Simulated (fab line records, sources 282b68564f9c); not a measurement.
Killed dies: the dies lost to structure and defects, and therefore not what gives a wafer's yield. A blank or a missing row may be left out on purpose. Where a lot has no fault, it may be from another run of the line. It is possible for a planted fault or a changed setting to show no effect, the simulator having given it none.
Comparing a struck lot with a sound one / flow ritCmos / 43 out of 202 route steps
Sound: wafers L487.2, L487.5, L487.6. Struck: wafer L501.4. (L501.5, L501.6 of the same lot were not struck and are left out.) The cause comes at the end.
For every step that has rows: the tool of each side, followed by ch and its chambers, followed by its first start. Under that, the readings that differ: sound wafers / struck wafers / difference of the means / sigmas: that difference in standard deviations of wafers without a fault.
alike: words and numbers the same on both sides, and readings whose means are apart by under 2 such deviations; not compared: readings that were withheld, readings missing a value for some wafer, numbers with overlapping values and no deviation given by the record, and bounds like >300 which may hide the same value.
Wherever a step has rows on one side only, a row that says differs or no value, or a row with sigmas, the two part there. Non-overlapping numbers with no deviation appear without sigmas and do not part them. Lack of a reading on every wafer of one side parts them only where that side has two or more wafers.

RIT_SDANNEAL_RTA_03: time 5 s.
  sound on rtpAnneal-02 ch 0, day 3 04:08; struck on rtpAnneal-02 ch 0, day 6 00:13
  alike: wafer_temp_C_max
RIT_SDANNEAL_RS_MEAS_04: measures by four-point-probe.
  sound on filmMetro-04, day 3 04:11; struck on filmMetro-02, day 6 00:19
  alike: PSD_RS
RIT_SDANNEAL_RS_MEAS_05: measures by four-point-probe.
  sound on filmMetro-04, day 3 04:19; struck on filmMetro-02, day 6 00:26
  alike: NSD_RS
RIT_SDANNEAL_RS_MEAS_06: measures by four-point-probe.
  sound on filmMetro-04, day 3 04:26; struck on filmMetro-02, day 6 00:33
  alike: PLDD_RS
RIT_SDANNEAL_RS_MEAS_07: measures by four-point-probe.
  sound on filmMetro-04, day 3 04:33; struck on filmMetro-02, day 6 00:40
  alike: NLDD_RS
then, 1 step without rows for these wafers: RIT_SILICIDE_WET_ETCH_00 (etches SiO2 in BOE, target depth 14 nm, time 15 s).
RIT_SILICIDE_SPUTTER_01: material Ti, target thk 30 nm, time 240 s.
  sound on pvdSputter-01, day 3 04:40; struck on pvdSputter-01, day 6 00:45
  alike: chamberPressurePa, throttleValvePct
RIT_SILICIDE_RS_MEAS_02: measures by four-point-probe.
  sound on filmMetro-02, day 3 04:50; struck on filmMetro-03, day 6 00:58
  alike: SILICIDE_TI_RS
RIT_SILICIDE_THK_MEAS_03: measures by xrf.
  sound on filmMetro-02, day 3 04:57; struck on filmMetro-03, day 6 01:03
  alike: SILICIDE_TI_THK
RIT_SILICIDE_RTA_04: time 10 s, ramp up 5 s, ramp down 5 s.
  sound on rtpAnneal-01 ch 0, day 3 05:01; struck on rtpAnneal-01 ch 0, day 6 01:07
  alike: wafer_temp_C_max
then, 2 steps without rows for these wafers: RIT_SILICIDE_WET_ETCH_05 (etches Ti in SPM, time 120 s); RIT_SILICIDE_RTA_06 (time 10 s, ramp up 5 s, ramp down 10 s).
RIT_CONTACT_CVD_00: deposits SiO2 from TEOS, target thk 400 nm, time 61 s.
  sound on pecvd-03 ch 0,1, day 3 05:10; struck on pecvd-04 ch 0, day 6 01:17
reading=model.SiO2_of_CONTACT_CVD_00.thkNm (nm); sound=391.8 398.4 402.2; struck=384.7; difference=-12.8; sigmas=
  alike: heaterPowerW
RIT_CONTACT_THK_MEAS_01:
  sound on filmMetro-03, day 3 05:14; struck on filmMetro-04, day 6 01:20
reading=CONTACT_TEOS_THK (nm); sound=392 398 402; struck=384; difference=-13; sigmas=-2
then, 6 steps without rows for these wafers: RIT_CONTACT_HMDS_02 (prime time 60 s); RIT_CONTACT_COAT_03 (resist thk 1000 nm); RIT_CONTACT_SOFTBAKE_04 (time 60 s); RIT_CONTACT_EXPOSE_05 (exposes mask M11, target cd 1000 nm); RIT_CONTACT_PEB_06; RIT_CONTACT_DEVELOP_07 (develop time 120 s).
RIT_CONTACT_CD_MEAS_08: target cd 1000 nm.
  sound on cdSem-02, day 3 06:16; struck on cdSem-02, day 6 02:23
  alike: cdNm
RIT_CONTACT_OVL_MEAS_09:
  sound on overlay-01, day 3 06:22; struck on overlay-01, day 6 02:28
  alike: CONTACT_OVL
then, 1 step without rows for these wafers: RIT_CONTACT_HARDBAKE_10 (time 60 s).
RIT_CONTACT_ETCH_11: etches SiO2 in CHF3/CF4/Ar, stops on TiSi2, target depth 480 nm, time 320 s.
  sound on rieDiel-01 ch 0,1, day 3 06:33; struck on rieDiel-01 ch 1, day 6 02:38
reading=model.etch.depthNm (nm); sound=391.8 398.4 402.2; struck=384.7; difference=-12.8; sigmas=
reading=model.CONTACT.featureDepthNm (nm); sound=391.8 398.4 402.2; struck=384.7; difference=-12.8; sigmas=
  alike: drypumpMotorCurrentA, oesProductAu, throttleValvePct
  not compared: rfHoursCounterH
RIT_CONTACT_STRIP_12: strips in O2, time 180 s.
  sound on plasmaAsher-04 ch 0,1, day 3 06:45; struck on plasmaAsher-01 ch 1, day 6 02:53
  alike: drypumpMotorCurrentA
  not compared: rfHoursCounterH
RIT_CONTACT_CD_MEAS_90: target cd 1000 nm.
  sound on cdSem-02, day 3 06:56; struck on cdSem-02, day 6 03:04
  alike: cdNm
then, 2 steps without rows for these wafers: RIT_CONTACT_CLEAN_13 (cleans in SC1, time 600 s); RIT_CONTACT_CLEAN_14 (cleans in SC2, time 600 s).
RIT_M1_SPUTTER_00: material Al, target thk 400 nm, time 500 s.
  sound on pvdSputter-03, day 3 07:23; struck on pvdSputter-03, day 6 03:29
  alike: chamberPressurePa, throttleValvePct
RIT_M1_RS_MEAS_01: measures by four-point-probe.
  sound on filmMetro-01, day 3 07:43; struck on filmMetro-04, day 6 03:50
  alike: M1_AL_RS
RIT_M1_THK_MEAS_02: measures by xrf.
  sound on filmMetro-01, day 3 07:49; struck on filmMetro-04, day 6 03:55
  alike: M1_AL_THK
then, 6 steps without rows for these wafers: RIT_M1_HMDS_03 (prime time 60 s); RIT_M1_COAT_04 (resist thk 1322 nm); RIT_M1_SOFTBAKE_05 (time 60 s); RIT_M1_EXPOSE_06 (exposes mask M12, target cd 2600 nm); RIT_M1_PEB_07; RIT_M1_DEVELOP_08 (develop time 68 s).
RIT_M1_CD_MEAS_09: target cd 2600 nm.
  sound on cdSem-02, day 3 08:53; struck on cdSem-02, day 6 05:01
reading=cdNm (nm); sound=2603.3 2604.3 2605.0; struck=2598.1; difference=-6.1; sigmas=-2
RIT_M1_OVL_MEAS_10:
  sound on overlay-02, day 3 09:00; struck on overlay-01, day 6 05:06
  alike: M1_OVL
then, 1 step without rows for these wafers: RIT_M1_HARDBAKE_11 (time 120 s).
RIT_M1_METAL_ETCH_12: etches Al in Cl2/BCl3, stops on SiO2, time 165 s, target depth 600 nm.
  sound on rieMetal-03 ch 0,1, day 3 09:17; struck on rieMetal-01 ch 1, day 6 05:25
reading=drypumpMotorCurrentA (A); sound=6.6 5.9 6.6; struck=5.0; difference=-1.4; sigmas=-2
reading=throttleValvePct (%); sound=8.16 8.32 8.17; struck=8.41; difference=+0.19; sigmas=+3
reading=model.SiO2_of_CONTACT_CVD_00.thkNm (nm); sound=353.6 362.6 364.2; struck=346.8; difference=-13.3; sigmas=
  alike: oesProductAu
  not compared: rfHoursCounterH
then, 1 step without rows for these wafers: RIT_M1_STRIP_13 (strips in nmp, time 600 s).
RIT_M1_PROBE_99:
  sound on prober-02, day 3 11:35; struck on prober-02, day 6 09:21
  alike: killedAtContacts, killedAtFrontEnd, killedDies, killedOpen, killedShort

== WHERE THEY PART ==
At RIT_CONTACT_THK_MEAS_01 first; at RIT_M1_METAL_ETCH_12 last (within this record only). Later steps at which nothing parts them and some readings are alike: RIT_M1_PROBE_99.

WHY: the cause the simulator had injected
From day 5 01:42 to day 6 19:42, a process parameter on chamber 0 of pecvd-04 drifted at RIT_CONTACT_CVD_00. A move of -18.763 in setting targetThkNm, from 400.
